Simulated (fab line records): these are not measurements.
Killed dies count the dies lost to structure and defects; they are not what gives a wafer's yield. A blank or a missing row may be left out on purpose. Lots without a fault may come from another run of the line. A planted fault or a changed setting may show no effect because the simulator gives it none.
Split-lot study -- flow berkeley cmos170 -- route with 331 steps; 5 lots, 23 wafers read

== THE SPLIT ITSELF ==
At UCB170_NLDD_COAT_01 (resist thk 900 nm), the setting resist thk nm was moved away from the recipe's 900 nm on 4 of the 23 wafers read, by -5.2% to -3.1%. The other wafers ran this setting at the recipe's value.

The reading is taken at the split's own step.

== THE READING ==
KrF_of_NLDD_COAT_01.thk nm (the simulator's own value, which no gauge read), in nm, at UCB170_NLDD_COAT_01 (resist thk 900 nm). There is no usual value for it anywhere in the file. Across the 19 wafers here that went through the recipe, the average is 898.5 nm and the standard deviation 1.8 nm.

wafer,"tool, chamber at the split","resist thk nm as run, nm",against the recipe,"KrF_of_NLDD_COAT_01.thk nm, nm",against lot-mates on the recipe
L075.1,"litho track-02, 0",900,recipe,899.6,-
L075.2,"litho track-02, 0",900,recipe,899.4,-
L075.4,"litho track-02, 0",900,recipe,898.6,-
L075.5,"litho track-02, 0",900,recipe,897.2,-
L075.6,"litho track-02, 0",900,recipe,898.3,-
L076.2,"litho track-01, 0",852.8,-5.2%,849.6,-47.0
L076.3,"litho track-01, 0",900,recipe,894.1,-
L076.4,"litho track-01, 0",900,recipe,900.7,-
L076.5,"litho track-01, 0",852.8,-5.2%,852.1,-44.5
L076.6,"litho track-01, 0",900,recipe,895.1,-
L077.1,"litho track-02, 0",900,recipe,897.8,-
L077.2,"litho track-02, 0",900,recipe,897.5,-
L077.3,"litho track-02, 0",900,recipe,898.7,-
L077.4,"litho track-02, 0",872.2,-3.1%,872.7,-25.3
L077.5,"litho track-02, 0",872.2,-3.1%,872.2,-25.8
L083.2,"litho track-02, 0",900,recipe,899.5,-
L083.3,"litho track-02, 0",900,recipe,897.6,-
L083.4,"litho track-02, 0",900,recipe,899.4,-
L083.5,"litho track-02, 0",900,recipe,899.4,-
L083.6,"litho track-02, 0",900,recipe,898.5,-
L085.3,"litho track-04, 0",900,recipe,902.1,-
L085.4,"litho track-04, 0",900,recipe,898.8,-
L085.5,"litho track-04, 0",900,recipe,899.7,-

FIT RESULTS
A straight line over all 23 wafers: KrF_of_NLDD_COAT_01.thk nm changes by +8.94 nm for each +1% of resist thk nm; r = +0.99; the points scatter about the line by 1.8 nm.
The same after taking each lot's own level away (the mean of its wafers on the recipe; 23 wafers): +8.62 nm for each +1%; r = +1.00; scatter 1.5 nm.
According to that fit, moving resist thk nm by its largest amount changes the reading by 45 nm.
Measured against the standard deviation above, the lots' own levels, which go from 896.63 to 900.20 nm, span 2.0 times it.
So the lot-to-lot level changes the slope little: the two slopes agree.
Check: for one of the wafers moved furthest among these (-5.2%), held out of the fit, the line's prediction against its lot-mates is -44.1 nm. It came out at -47 nm against them.

== OTHER SPLITS APPLIED TO THESE WAFERS ==
Other splits were also applied to these wafers ahead of the reading. Each is held against what the fit with the lots' levels taken away leaves over:
other split on the same wafers,wafers away from the commonest value,r with KrF_of_NLDD_COAT_01.thk nm (lot level and that fit taken away)
UCB170_PLDD_DEVELOP_05 develop time s,7,+0.14

== THE WHOLE CHAIN: every reading that the file lists as answering this split, in the file's order ==
step,what it does,reading,change (the file's fit),r (the file's)
UCB170_NLDD_COAT_01,resist thk 900 nm,"KrF_of_NLDD_COAT_01.thk nm (the simulator's own value, which no gauge read)",+8.62 nm for each +1% of the setting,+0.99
UCB170_NLDD_STRIP_10,strips in O2,strip time to endpoint s,withheld for each +1% of the setting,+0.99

== THE FILE'S OWN FIT ==
KrF_of_NLDD_COAT_01.thk nm changes by +8.62 nm for each +1% of resist thk nm, r = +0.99.
